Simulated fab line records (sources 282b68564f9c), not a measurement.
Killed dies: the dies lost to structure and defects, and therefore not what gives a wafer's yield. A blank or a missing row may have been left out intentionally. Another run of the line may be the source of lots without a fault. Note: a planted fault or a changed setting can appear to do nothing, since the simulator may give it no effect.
What tool caused it? ; flow ritCmos ; 45 wafers from 15 lots sampled at 2 of the route's 202 steps

## WHAT THE GAUGES SHOWED, per wafer
RIT_SDANNEAL_RS_MEAS_06: a four-point-probe measurement.
lot;measured;on;PLDD_RS (ohm/sq)
L406;day 3 06:43;filmMetro-03;179.0 178.9 178.9
L407;day 3 19:46;filmMetro-01;179.3 179.2 178.7
L408;day 4 02:06;filmMetro-03;178.9 179.2 179.5
L409;day 4 08:54;filmMetro-04;178.5 178.5 178.7
L412;day 4 20:57;filmMetro-01;- - -
L413;day 5 00:07;filmMetro-01;- - -
L414;day 5 14:59;filmMetro-03;179.3 178.5 178.9
L415;day 5 15:22;filmMetro-04;- - -
L418;day 6 06:34;filmMetro-04;178.3 178.6 178.5
L419;day 6 10:23;filmMetro-01;178.8 178.7 179.3
L420;day 6 13:27;filmMetro-01;178.1 178.8 178.8
L422;day 6 21:35;filmMetro-01;178.0 178.0 178.1
L425;day 7 11:58;filmMetro-04;178.8 179.2 178.4
L428;day 7 22:18;filmMetro-04;178.3 179.1 178.3
L427;day 19 10:14;filmMetro-01;178.8 179.0 178.4

## WHICH TOOL RAN EACH LOT (tool, then ch and the chambers of the sampled wafers, then the start)
lot;RIT_PLDD_IMPLANT_08
L406;implanter-02 ch 0, day 3 00:08
L407;implanter-02 ch 0, day 3 12:18
L408;implanter-01 ch 0, day 3 19:20
L409;implanter-03 ch 0, day 4 02:10
L412;implanter-02 ch 0, day 4 14:26
L413;implanter-02 ch 0, day 4 17:33
L414;implanter-01 ch 0, day 5 08:13
L415;implanter-02 ch 0, day 5 08:37
L418;implanter-01 ch 0, day 5 23:05
L419;implanter-03 ch 0, day 6 02:46
L420;implanter-01 ch 0, day 6 06:38
L422;implanter-03 ch 0, day 6 14:31
L425;implanter-03 ch 0, day 7 04:57
L428;implanter-03 ch 0, day 7 15:51
L427;implanter-03 ch 0, day 19 02:46
- RIT_PLDD_IMPLANT_08

## AS READ BY THE TOOLS THEMSELVES (means over the sampled wafers that have a number; for cases with no such wafer, the mark the record gives instead)
RIT_PLDD_IMPLANT_08.
lot;tool;beamOnS (s);tiltDeg (degrees)
L406;implanter-02;10.15;7.010
L407;implanter-02;10.08;7.018
L408;implanter-01;10.00;6.976
L409;implanter-03;9.85;7.040
L412;implanter-02;10.03;7.792
L413;implanter-02;10.03;7.776
L414;implanter-01;9.99;7.005
L415;implanter-02;10.12;7.783
L418;implanter-01;10.14;7.010
L419;implanter-03;9.82;6.984
L420;implanter-01;9.83;6.997
L422;implanter-03;9.73;7.000
L425;implanter-03;10.17;6.998
L428;implanter-03;10.02;6.989
L427;implanter-03;10.14;6.993

## THE ANSWER, worked out from the rows above alone
Rule: what is usual is taken from the lots themselves. The widest of any qualifying gaps counts: lots, ordered by their means at a reading, are off when they make up no more than a third of the lots, leave a main group of 4 or more, and stand apart from it by 3 or more times the standard deviation of that group's means. A main group is skipped when, at the precision printed for the reading in the tables above, its means are all equal. A lot without any number at a reading at which 4 lots or more have one is off too. Any other lot the step has rows for is counted as sound. First the gauges in route order, then the tools' own readings, where a lot's mean is used as printed above. The first step at which some lot is off is used, and at that step the reading that is off furthest; a lot without a number counts as furthest.
Off: L412, L413, L415, seen at RIT_SDANNEAL_RS_MEAS_06 (PLDD_RS). Without a number there: L412, L413, L415. Main group: mean 178.7 ohm/sq, sd 0.3.
If a tool, at a process step before that reading, ran all the lots that are off and no sound lot after the first of them, it fits. The gauges at RIT_SDANNEAL_RS_MEAS_06 aren't tried: what is off there is off at RIT_PLDD_IMPLANT_08 too, on other tools, and a gauge's error can't cause that. One fits: RIT_PLDD_IMPLANT_08 on implanter-02. A fault onset in the window from L407 (day 3 12:18, its last sound lot) to L412 (day 4 14:26, its first lot off) fits.
The tool's own readings at RIT_PLDD_IMPLANT_08 bear it out: on the lots that are off they differ by more than 5 times the standard deviation of the sound lots' means. tiltDeg reads 7.784 degrees there against 7.002 degrees on the sound lots.

## WHAT WAS PUT IN BY THE SIMULATOR
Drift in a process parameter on implanter-02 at RIT_PLDD_IMPLANT_08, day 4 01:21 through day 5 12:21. A move of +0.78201 in setting tiltDeg, from 7. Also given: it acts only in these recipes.
Shown lots that were struck: L412, L413, L415. Same finding as the rule above.
